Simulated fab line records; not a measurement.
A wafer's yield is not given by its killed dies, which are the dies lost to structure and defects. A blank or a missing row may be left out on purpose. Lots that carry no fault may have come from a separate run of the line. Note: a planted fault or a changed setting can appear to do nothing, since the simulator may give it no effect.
Problem report, 8D (eight disciplines) form, completed by code || flow berkeley cmos170 || the parts of the form that need people (team, actions taken, sign-off) are left out

## 1. THE ISSUE
Mean NLDD_TW at UCB170_NLDD_TW_MEAS_11: 2317 over 6 wafers in 2 lots; fault-free wafers: 2208, standard deviation 11. Relative to the usual mean, that is a shift of +9.9 standard deviations.
Seen first at day 9 11:11 on film metro-03, wafer L702.1. Wafers with a number at this step in the record: 42, from 14 lots. By rule, "out" or "out of limits" means more than 4 standard deviations away from the usual mean. Any other wafer with a number is counted as sound.

## 2. WHAT IT IS, WHAT IT ISN'T
{"question": "which readings at this step", "is": "NLDD_TW", "is not": "-"}
{"question": "which lots", "is": "L702, L705", "is not": "L690, L692, L693, L695, L696, L697, L698, L709, L710, L711, L712, L713"}
{"question": "which wafers of those lots", "is": "all that have a number", "is not": "-"}
{"question": "read on which gauges", "is": "film metro-02, film metro-03", "is not": "film metro-01"}
{"question": "when", "is": "from day 9 11:11", "is not": "up to then (21 sound wafers); but 15 sound wafers of L709, L710, L711, L712, L713 came after"}

## 3. WHAT RULES OUT EACH SUSPECT
Counting: a tool at any process step up to the reading remains a suspect when it ran all the lots that are out and ran no sound lot after the first of those.
- the gauge at UCB170_NLDD_TW_MEAS_11: ruled out. 2 gauges (film metro-02, film metro-03) read the wafers that are out.
- implanter-04 at UCB170_NLDD_IMPLANT_09: kept. Every lot that is out went through it, starting with L702 (day 9 10:56), and after that it ran no sound lot; the last sound lot it ran before then is L695 (day 7 20:26). Its own dose ions cm2, faraday current uA readings are out on those wafers.
Left after counting: implanter-04 at UCB170_NLDD_IMPLANT_09.

## 4. THE CAUSE (what the simulator had put in)
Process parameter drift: implanter-04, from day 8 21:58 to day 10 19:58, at UCB170_NLDD_IMPLANT_09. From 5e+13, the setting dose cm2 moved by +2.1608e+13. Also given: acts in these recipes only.
Only this tool survived the counting.

## 5. SEQUENCE OF EFFECTS, ordered by route
Rows list readings where the struck wafers' mean (over those with a number) sits beyond 3 standard deviations from the usual. Scope: only readings with a usual standard deviation given in the record; hours: median across lots of the time from each lot's start at the first step in this table that gives one to its start at this step; sigmas: change in usual standard deviations.
{"hours": 0, "step": "UCB170_NLDD_IMPLANT_09", "reading": "dose ions cm2", "usual": 5.001e+13, "on struck wafers": 7.164e+13, "change": "+2.164e+13", "sigmas": "+99 or more"}
{"hours": 0, "step": "UCB170_NLDD_IMPLANT_09", "reading": "faraday current uA", "usual": 158.8, "on struck wafers": 228.6, "change": "+69.8", "sigmas": "+23"}
{"hours": 0, "step": "UCB170_NLDD_TW_MEAS_11", "reading": "NLDD_TW", "usual": 2208, "on struck wafers": 2317, "change": "+109", "sigmas": "+9.9"}
{"hours": 10, "step": "UCB170_SDANNEAL_RS_MEAS_05", "reading": "NLDD_RS", "usual": "616.2 ohm/sq", "on struck wafers": 539.2, "change": -77.0, "sigmas": -48}
It contains these process steps:
- UCB170_NLDD_IMPLANT_09

## 6. HOW IT WOULD HAVE BEEN CAUGHT EARLIER
Counted from the fault's start at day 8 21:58, it took 13 hours until the first out-of-limits reading at a measuring or inspecting step in this record, taken at day 9 11:11.
The tool's own readings at UCB170_NLDD_IMPLANT_09 were out on every struck wafer that the step has a row for (dose ions cm2, faraday current uA): an alarm limit on them would have fired on the first of those.
L705, from the lots that are out (2), started UCB170_NLDD_IMPLANT_09 on implanter-04 later than day 9 11:11. Holding the tool at that time would have saved it.
